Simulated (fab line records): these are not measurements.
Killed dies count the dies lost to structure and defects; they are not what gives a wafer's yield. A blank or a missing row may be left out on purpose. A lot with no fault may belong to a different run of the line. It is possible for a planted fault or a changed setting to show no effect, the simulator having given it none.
Which of the tools did it? / flow berkeley cmos170 / 42 wafers from 14 lots sampled at 3 of the route's 331 steps

## WHAT THE GAUGES SHOWED, per wafer
UCB170_PLDD_TW_MEAS_11. Usual: PLDD_TW gives 1012 (standard deviation 7.7).
lot=L285; measured=day 6 14:01; on=film metro-02; PLDD_TW=1009 1016 1017; flag=
lot=L287; measured=day 7 03:12; on=film metro-01; PLDD_TW=1008 1016 1012; flag=
lot=L288; measured=day 7 13:03; on=film metro-01; PLDD_TW=1014 1019 1014; flag=
lot=L291; measured=day 8 05:22; on=film metro-01; PLDD_TW=1017 1020 1019; flag=
lot=L290; measured=day 8 05:47; on=film metro-02; PLDD_TW=1015 1020 1013; flag=
lot=L294; measured=day 8 11:52; on=film metro-01; PLDD_TW=1139 1144 1136; flag=OFF
lot=L298; measured=day 9 00:08; on=film metro-02; PLDD_TW=1138 1138 1138; flag=OFF
lot=L299; measured=day 9 00:36; on=film metro-02; PLDD_TW=1017 1017 1016; flag=
lot=L302; measured=day 9 12:06; on=film metro-01; PLDD_TW=1019 1021 1019; flag=
lot=L303; measured=day 9 15:25; on=film metro-04; PLDD_TW=1000 994 1004; flag=
lot=L304; measured=day 10 09:01; on=film metro-02; PLDD_TW=1008 1004 1008; flag=
lot=L307; measured=day 10 13:13; on=film metro-01; PLDD_TW=1019 1011 1015; flag=
lot=L306; measured=day 10 13:47; on=film metro-04; PLDD_TW=998 1000 1005; flag=
lot=L308; measured=day 10 13:56; on=film metro-01; PLDD_TW=1007 1006 1015; flag=

UCB170_SDANNEAL_RS_MEAS_04: measurement is done with a four-point probe. Usual: PLDD_RS gives 1032.9 ohm/sq (standard deviation 2.9).
lot=L285; measured=day 7 00:47; on=film metro-04; PLDD_RS (ohm/sq)=1031.1 1036.2 1032.3; flag=
lot=L287; measured=day 7 14:12; on=film metro-02; PLDD_RS (ohm/sq)=1042.1 1036.2 1040.0; flag=
lot=L288; measured=day 8 01:28; on=film metro-01; PLDD_RS (ohm/sq)=1030.1 1031.2 1035.8; flag=
lot=L291; measured=day 8 18:05; on=film metro-01; PLDD_RS (ohm/sq)=1031.9 1032.4 1034.4; flag=
lot=L290; measured=day 8 20:50; on=film metro-02; PLDD_RS (ohm/sq)=1027.1 1026.9 1026.8; flag=
lot=L294; measured=day 9 01:23; on=film metro-01; PLDD_RS (ohm/sq)=782.2 783.0 780.9; flag=OFF
lot=L298; measured=day 9 12:37; on=film metro-04; PLDD_RS (ohm/sq)=781.4 780.8 779.9; flag=OFF
lot=L299; measured=day 9 13:04; on=film metro-01; PLDD_RS (ohm/sq)=1033.2 1032.5 1032.7; flag=
lot=L302; measured=day 10 01:04; on=film metro-02; PLDD_RS (ohm/sq)=1035.8 1035.8 1034.4; flag=
lot=L303; measured=day 10 07:38; on=film metro-02; PLDD_RS (ohm/sq)=1033.2 1033.3 1032.7; flag=
lot=L304; measured=day 10 22:04; on=film metro-02; PLDD_RS (ohm/sq)=1034.6 1034.6 1034.9; flag=
lot=L307; measured=day 11 03:13; on=film metro-01; PLDD_RS (ohm/sq)=1032.0 1032.9 1030.7; flag=
lot=L306; measured=day 11 02:59; on=film metro-04; PLDD_RS (ohm/sq)=1033.3 1034.6 1037.3; flag=
lot=L308; measured=day 11 03:11; on=film metro-02; PLDD_RS (ohm/sq)=1034.1 1031.2 1033.5; flag=

## TOOL THAT RAN EACH LOT (tool first, then ch and the chambers of the sampled wafers, then the start)
lot=L285; UCB170_PLDD_IMPLANT_08=implanter-02 ch 0, day 6 13:37
lot=L287; UCB170_PLDD_IMPLANT_08=implanter-02 ch 0, day 7 02:49
lot=L288; UCB170_PLDD_IMPLANT_08=implanter-01 ch 0, day 7 12:40
lot=L291; UCB170_PLDD_IMPLANT_08=implanter-03 ch 0, day 8 04:58
lot=L290; UCB170_PLDD_IMPLANT_08=implanter-01 ch 0, day 8 05:23
lot=L294; UCB170_PLDD_IMPLANT_08=implanter-02 ch 0, day 8 11:28
lot=L298; UCB170_PLDD_IMPLANT_08=implanter-02 ch 0, day 8 23:45
lot=L299; UCB170_PLDD_IMPLANT_08=implanter-01 ch 0, day 9 00:13
lot=L302; UCB170_PLDD_IMPLANT_08=implanter-01 ch 0, day 9 11:44
lot=L303; UCB170_PLDD_IMPLANT_08=implanter-01 ch 0, day 9 15:01
lot=L304; UCB170_PLDD_IMPLANT_08=implanter-03 ch 0, day 10 08:37
lot=L307; UCB170_PLDD_IMPLANT_08=implanter-01 ch 0, day 10 12:51
lot=L306; UCB170_PLDD_IMPLANT_08=implanter-03 ch 0, day 10 13:23
lot=L308; UCB170_PLDD_IMPLANT_08=implanter-01 ch 0, day 10 13:33
- UCB170_PLDD_IMPLANT_08

## WHAT THE TOOLS THEMSELVES READ (means of the sampled wafers that have a number; where no wafer has one, the mark that the record gives instead)
UCB170_PLDD_IMPLANT_08. Usual: beam on s 10.16 s, standard deviation 0.29; dose ions cm2 5e+13, standard deviation 5.8e+10; faraday current uA 156, standard deviation 4.4.
lot=L285; tool=implanter-02; beam on s (s)=9.85; dose ions cm2=5e+13; faraday current uA=161; flag=
lot=L287; tool=implanter-02; beam on s (s)=9.89; dose ions cm2=5e+13; faraday current uA=160; flag=
lot=L288; tool=implanter-01; beam on s (s)=10.41; dose ions cm2=5e+13; faraday current uA=153; flag=
lot=L291; tool=implanter-03; beam on s (s)=10.11; dose ions cm2=5e+13; faraday current uA=157; flag=
lot=L290; tool=implanter-01; beam on s (s)=10.29; dose ions cm2=5e+13; faraday current uA=154; flag=
lot=L294; tool=implanter-02; beam on s (s)=14.03; dose ions cm2=9e+13; faraday current uA=211; flag=OFF
lot=L298; tool=implanter-02; beam on s (s)=14.59; dose ions cm2=9e+13; faraday current uA=204; flag=OFF
lot=L299; tool=implanter-01; beam on s (s)=10.36; dose ions cm2=5e+13; faraday current uA=153; flag=
lot=L302; tool=implanter-01; beam on s (s)=10.26; dose ions cm2=5e+13; faraday current uA=155; flag=
lot=L303; tool=implanter-01; beam on s (s)=10.23; dose ions cm2=5e+13; faraday current uA=155; flag=
lot=L304; tool=implanter-03; beam on s (s)=9.90; dose ions cm2=5e+13; faraday current uA=160; flag=
lot=L307; tool=implanter-01; beam on s (s)=10.32; dose ions cm2=5e+13; faraday current uA=153; flag=
lot=L306; tool=implanter-03; beam on s (s)=9.90; dose ions cm2=5e+13; faraday current uA=160; flag=
lot=L308; tool=implanter-01; beam on s (s)=10.41; dose ions cm2=5e+13; faraday current uA=152; flag=

## THE ANSWER, worked out from the rows above alone
Rule: a lot is off if the mean of its wafers that have a number lies more than 3 standard deviations from the usual mean. A lot without any number at a reading at which 4 lots or more have one is off too. Any other lot the step has rows for is counted as sound. First the gauges in route order, then the tools' own readings, where a lot's mean is used as printed above. At the first step where some lot is off, the reading lying furthest off is the one used; lots without a number count as furthest.
Off: L294, L298, at UCB170_PLDD_TW_MEAS_11 (PLDD_TW).
A tool fits if, at a process step before that reading, it ran every lot that is off, and no sound lot after the first of them. Not tried: the gauges at UCB170_PLDD_TW_MEAS_11; whatever is off there is also off at UCB170_PLDD_IMPLANT_08, on other tools, and gauge error can't account for it. One candidate fits, namely implanter-02 at UCB170_PLDD_IMPLANT_08. A fault onset in the window from L287 (day 7 02:49, its last sound lot) to L294 (day 8 11:28, its first lot off) fits.
The tool's own readings at UCB170_PLDD_IMPLANT_08 bear it out: on the lots that are off they differ by more than 5 times the standard deviation of the sound lots' means. beam on s reads 14.31 s there against 10.16 s on the sound lots; dose ions cm2 reads 9e+13 there against 5e+13 on the sound lots; faraday current uA reads 208 there against 156 on the sound lots.

## WHAT THE SIMULATOR PUT IN
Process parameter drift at UCB170_PLDD_IMPLANT_08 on implanter-02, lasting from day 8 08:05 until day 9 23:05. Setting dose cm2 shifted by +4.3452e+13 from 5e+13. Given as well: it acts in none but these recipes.
Struck lots among those shown: L294, L298. Same finding as the rule above.
